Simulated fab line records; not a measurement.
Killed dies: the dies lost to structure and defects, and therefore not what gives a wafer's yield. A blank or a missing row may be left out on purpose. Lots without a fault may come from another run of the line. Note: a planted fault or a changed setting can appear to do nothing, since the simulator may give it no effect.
2 desks looking at one fault + flow berkeley_cmos170 + numbers are kept per desk, each desk with only its own; the story behind them comes last

== FROM THE METROLOGY DESK ==
What the gauges read for every lot (on any tool): the sampled wafers with a number, averaged. The brackets show how far a lot's mean lies from the usual mean; more than 4 standard deviations puts the lot out of limits, marked OUT.
Columns: A = ACTIVE_NITRIDE_THK at UCB170_ACTIVE_THK_MEAS_06, usual 218.2 nm; B = NLDD_TW at UCB170_NLDD_TW_MEAS_11, usual 2229; C = NLDD_RS at UCB170_SDANNEAL_RS_MEAS_05, usual 615.9 ohm/sq; D = M3_OVL at UCB170_M3_OVL_MEAS_16, usual 4 nm
| lot  | first seen here | A     | B               | C               | D  |
|------|-----------------|-------|-----------------|-----------------|----|
| L259 | day 4 14:34     | 216.9 | 2236            | 618.2           | -1 |
| L257 | day 4 14:38     | 219.5 | 2247            | 615.6           | -3 |
| L260 | day 4 19:50     | 216.5 | 2241            | 614.5           | 5  |
| L261 | day 5 04:58     | 220.6 | 2210            | 617.2           | -6 |
| L263 | day 5 13:53     | 216.3 | 2236            | 618.7           | 5  |
| L265 | day 5 13:57     | 216.8 | 2245            | 616.2           | 1  |
| L266 | day 6 00:55     | 215.9 | 2255            | 616.3           | 8  |
| L267 | day 6 16:04     | 217.8 | 2203            | 617.2           | 5  |
| L268 | day 6 20:36     | 216.0 | 2253            | 615.6           | -3 |
| L271 | day 6 22:31     | 217.2 | 2259            | 613.6           | -2 |
| L269 | day 6 22:34     | 217.7 | 2252            | 615.3           | 15 |
| L273 | day 7 19:43     | 221.2 | 2200            | 615.2           | 9  |
| L276 | day 8 21:57     | 219.9 | 2297            | 572.2 (-31) OUT | 8  |
| L279 | day 8 21:58     | 217.0 | 2315 (+4.3) OUT | 574.3 (-30) OUT | 14 |
This desk's result: L276, L279 out of limits, first on L279 (NLDD_TW at UCB170_NLDD_TW_MEAS_11), day 10 19:19. Within limits: L259, L257, L260, L261, L263, L265, L266, L267, L268, L271, L269, L273.

== FOR THE TOOL OWNER'S DESK: implanter-02 ==
For each lot that ran on this tool, the mean over its sampled wafers that have a number, from the tool's own readings at UCB170_NLDD_IMPLANT_09. The brackets show how far a lot's mean lies from the usual mean; more than 4 standard deviations puts the lot out of limits, marked OUT.
Columns: A = dose_ions_cm2 at UCB170_NLDD_IMPLANT_09, usual 5e+13; B = faraday_current_uA at UCB170_NLDD_IMPLANT_09, usual 159; C = tilt_deg at UCB170_NLDD_IMPLANT_09, usual 7.004 degrees
| lot  | first seen here | A                       | B              | C     |
|------|-----------------|-------------------------|----------------|-------|
| L259 | day 7 00:58     | 5e+13                   | 160            | 7.001 |
| L261 | day 7 15:22     | 5e+13                   | 160            | 7.000 |
| L263 | day 7 21:53     | 5e+13                   | 158            | 7.000 |
| L265 | day 7 22:25     | 5e+13                   | 157            | 6.980 |
| L267 | day 8 22:22     | 5e+13                   | 159            | 7.008 |
| L276 | day 10 17:49    | 6e+13 (+99 or more) OUT | 188 (+9.8) OUT | 7.024 |
| L279 | day 10 19:05    | 6e+13 (+99 or more) OUT | 197 (+13) OUT  | 6.966 |
This desk's verdict: out of limits on L276, L279, starting with L276 at day 10 17:49 (dose_ions_cm2 at UCB170_NLDD_IMPLANT_09). Within limits: L259, L261, L263, L265, L267.

== ALL TOGETHER ==
The tool owner's desk had the chance to raise an alarm at day 10 17:49 on L276, L279.
Metrology desk: alarm possible at day 10 19:19 on L276, L279.
On implanter-02, each named lot ran UCB170_NLDD_IMPLANT_09.

== WHAT WAS PUT IN BY THE SIMULATOR ==
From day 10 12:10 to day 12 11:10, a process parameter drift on implanter-02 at UCB170_NLDD_IMPLANT_09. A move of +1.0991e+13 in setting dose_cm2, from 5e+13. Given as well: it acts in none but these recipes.
Struck lots among those shown: L276, L279.
Fault start to first reading out of limits, in hours, per desk: tool owner, 6; metrology, 7.
